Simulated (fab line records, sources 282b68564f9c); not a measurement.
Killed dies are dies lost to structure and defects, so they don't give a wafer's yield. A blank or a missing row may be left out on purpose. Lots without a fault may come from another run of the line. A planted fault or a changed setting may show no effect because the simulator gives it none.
A struck lot beside a sound one | flow rit_cmos | 44 steps out of a route of 202
Sound: wafers L749.1, L749.3, L749.5. Struck: wafers L758.1, L758.5. (L758.4 of the same lot was not struck and is left out.) The cause comes at the end.
At each step with rows: each side's tool, then ch and its chambers, then its first start. Under that, the readings that differ: sound wafers | struck wafers | difference of the means | sigmas: that difference in standard deviations of wafers without a fault.
alike: readings whose means differ by less than 2 such deviations, and words and numbers that are the same on both sides. not compared: withheld readings, readings that some wafer has no value for, bounds like >300 that may hide the same value, and numbers for which the record gives no deviation and whose values overlap.
The two part at a step that has a row with sigmas, a row that says differs or no value, or rows on one side only. Numbers that don't overlap but have no deviation are shown without sigmas and don't part them. A reading that every wafer of one side lacks parts them only if that side has two wafers or more.

first, 2 steps without rows for these wafers: RIT_PLDD_PEB_04; RIT_PLDD_DEVELOP_05 (develop time 50 s).
RIT_PLDD_OVL_MEAS_06:
  sound on overlay-01, day 3 11:27; struck on overlay-02, day 5 09:14
  reading       | sound       | struck    | difference | sigmas
  PLDD_OVL (nm) | 1.6 2.1 0.5 | -2.1 -0.4 | -2.7       | -2
then, 2 steps without rows for these wafers: RIT_PLDD_HARDBAKE_07 (time 60 s); RIT_PLDD_IMPLANT_08.
RIT_PLDD_STRIP_09: strips in O2, time 180 s.
  sound on plasma_asher-01 ch 0,1, day 3 11:47; struck on plasma_asher-01 ch 0, day 5 09:34
  alike: drypump_motor_current_A, o2_flow_sccm
  not compared: rf_hours_counter_h
RIT_PLDD_TW_MEAS_10:
  sound on film_metro-02, day 3 11:58; struck on film_metro-04, day 5 09:44
  reading | sound          | struck    | difference | sigmas
  PLDD_TW | 2365 2361 2361 | 2317 2327 | -40        | -3
then, 4 steps without rows for these wafers: RIT_SPACER_CLEAN_00 (cleans in SC1, time 600 s); RIT_SPACER_CLEAN_01 (cleans in dHF, time 30 s); RIT_SPACER_CLEAN_02 (cleans in SC2, time 600 s); RIT_SPACER_CVD_03 (deposits Si3N4 from SiH2Cl2/NH3, target thk 250 nm, time 3300 s).
RIT_SPACER_THK_MEAS_04:
  sound on film_metro-01, day 3 14:19; struck on film_metro-01, day 5 12:05
  alike: SPACER_NITRIDE_THK
RIT_SPACER_ETCHBACK_05: etches Si3N4 in SF6/CHF3, stops on SiO2, target depth 250 nm, time 240 s.
  sound on rie_diel-03 ch 0,1,3, day 3 14:23; struck on rie_diel-01 ch 0, day 5 12:09
  reading                                     | sound             | struck      | difference | sigmas
  model.poly-Si_of_GATE_CVD_08.thk_nm (nm)    | 170 172.3 171.2   | 157.1 157.3 | -14.0      |
  model.Si3N4_of_SPACER_CVD_03.thk_nm (nm)    | 194.3 196.9 194.8 | 187 186.5   | -9         |
  model.SiO2_of_FOX2_OXIDATION_00.thk_nm (nm) | 185.1 183.6 186.6 | 166.7 175.1 | -14.2      |
  alike: drypump_motor_current_A, oes_product_au, throttle_valve_pct
  not compared: rf_hours_counter_h
then, 6 steps without rows for these wafers: RIT_NSD_HMDS_00 (prime time 60 s); RIT_NSD_COAT_01 (resist thk 1000 nm); RIT_NSD_SOFTBAKE_02 (time 60 s); RIT_NSD_EXPOSE_03 (exposes mask M9, target cd 40700 nm); RIT_NSD_PEB_04; RIT_NSD_DEVELOP_05 (develop time 50 s).
RIT_NSD_OVL_MEAS_06:
  sound on overlay-01, day 3 15:23; struck on overlay-02, day 5 13:16
  alike: NSD_OVL
then, 2 steps without rows for these wafers: RIT_NSD_HARDBAKE_07 (time 60 s); RIT_NSD_IMPLANT_08.
RIT_NSD_STRIP_09: strips in O2, time 180 s.
  sound on plasma_asher-02 ch 1, day 3 15:43; struck on plasma_asher-02 ch 1, day 5 13:37
  alike: drypump_motor_current_A, o2_flow_sccm
  not compared: rf_hours_counter_h
RIT_NSD_TW_MEAS_10:
  sound on film_metro-04, day 3 15:53; struck on film_metro-01, day 5 13:47
  alike: NSD_TW
then, 6 steps without rows for these wafers: RIT_PSD_HMDS_00 (prime time 60 s); RIT_PSD_COAT_01 (resist thk 1000 nm); RIT_PSD_SOFTBAKE_02 (time 60 s); RIT_PSD_EXPOSE_03 (exposes mask M10, target cd 40900 nm); RIT_PSD_PEB_04; RIT_PSD_DEVELOP_05 (develop time 50 s).
RIT_PSD_OVL_MEAS_06:
  sound on overlay-02, day 3 16:48; struck on overlay-02, day 5 14:55
  alike: PSD_OVL
then, 2 steps without rows for these wafers: RIT_PSD_HARDBAKE_07 (time 60 s); RIT_PSD_IMPLANT_08.
RIT_PSD_STRIP_09: strips in O2, time 180 s.
  sound on plasma_asher-03 ch 0,1, day 3 17:08; struck on plasma_asher-01 ch 0,1, day 5 15:15
  alike: drypump_motor_current_A, o2_flow_sccm
  not compared: rf_hours_counter_h
RIT_PSD_TW_MEAS_10:
  sound on film_metro-04, day 3 17:19; struck on film_metro-04, day 5 15:25
  alike: PSD_TW
then, 2 steps without rows for these wafers: RIT_SDANNEAL_CLEAN_00 (cleans in SC1, time 600 s); RIT_SDANNEAL_CLEAN_01 (cleans in dHF, time 30 s).
RIT_SDANNEAL_CLEAN_02: cleans in SC2, time 600 s.
  sound on wet_bench-03 ch 3, day 3 17:34; struck on wet_bench-03 ch 3, day 5 15:40
  reading                                  | sound             | struck      | difference | sigmas
  model.poly-Si_of_GATE_CVD_08.thk_nm (nm) | 165.6 167.9 166.8 | 152.7 152.9 | -14.0      |
  alike: bath_guard_temp_C
RIT_SDANNEAL_RTA_03: time 5 s.
  sound on rtp_anneal-02 ch 0, day 3 17:44; struck on rtp_anneal-01 ch 0, day 5 15:51
  alike: wafer_temp_C_max
RIT_SDANNEAL_RS_MEAS_04: measures by four-point-probe.
  sound on film_metro-04, day 3 17:48; struck on film_metro-01, day 5 15:55
  alike: PSD_RS
RIT_SDANNEAL_RS_MEAS_05: measures by four-point-probe.
  sound on film_metro-04, day 3 17:55; struck on film_metro-01, day 5 16:02
  alike: NSD_RS
RIT_SDANNEAL_RS_MEAS_06: measures by four-point-probe.
  sound on film_metro-04, day 3 18:02; struck on film_metro-01, day 5 16:09
  alike: PLDD_RS
RIT_SILICIDE_WET_ETCH_00: etches SiO2 in BOE, target depth 14 nm, time 15 s.
  sound on wet_bench-02 ch 2, day 3 18:17; struck on wet_bench-02 ch 0, day 5 16:23
  reading                                     | sound             | struck      | difference | sigmas
  model.Si3N4_of_SPACER_CVD_03.thk_nm (nm)    | 193.2 195.8 193.6 | 185.9 185.3 | -8.6       |
  model.SiO2_of_FOX2_OXIDATION_00.thk_nm (nm) | 156.6 155 158     | 137.8 146.2 | -14.5      |
RIT_M1_PROBE_99:
  the record has rows for the struck wafers here (prober-01, day 6 07:54) and none for the sound ones

WHERE THEY PART
First at RIT_PLDD_OVL_MEAS_06; last, within this record, at RIT_M1_PROBE_99.

WHY: what the simulator had put in
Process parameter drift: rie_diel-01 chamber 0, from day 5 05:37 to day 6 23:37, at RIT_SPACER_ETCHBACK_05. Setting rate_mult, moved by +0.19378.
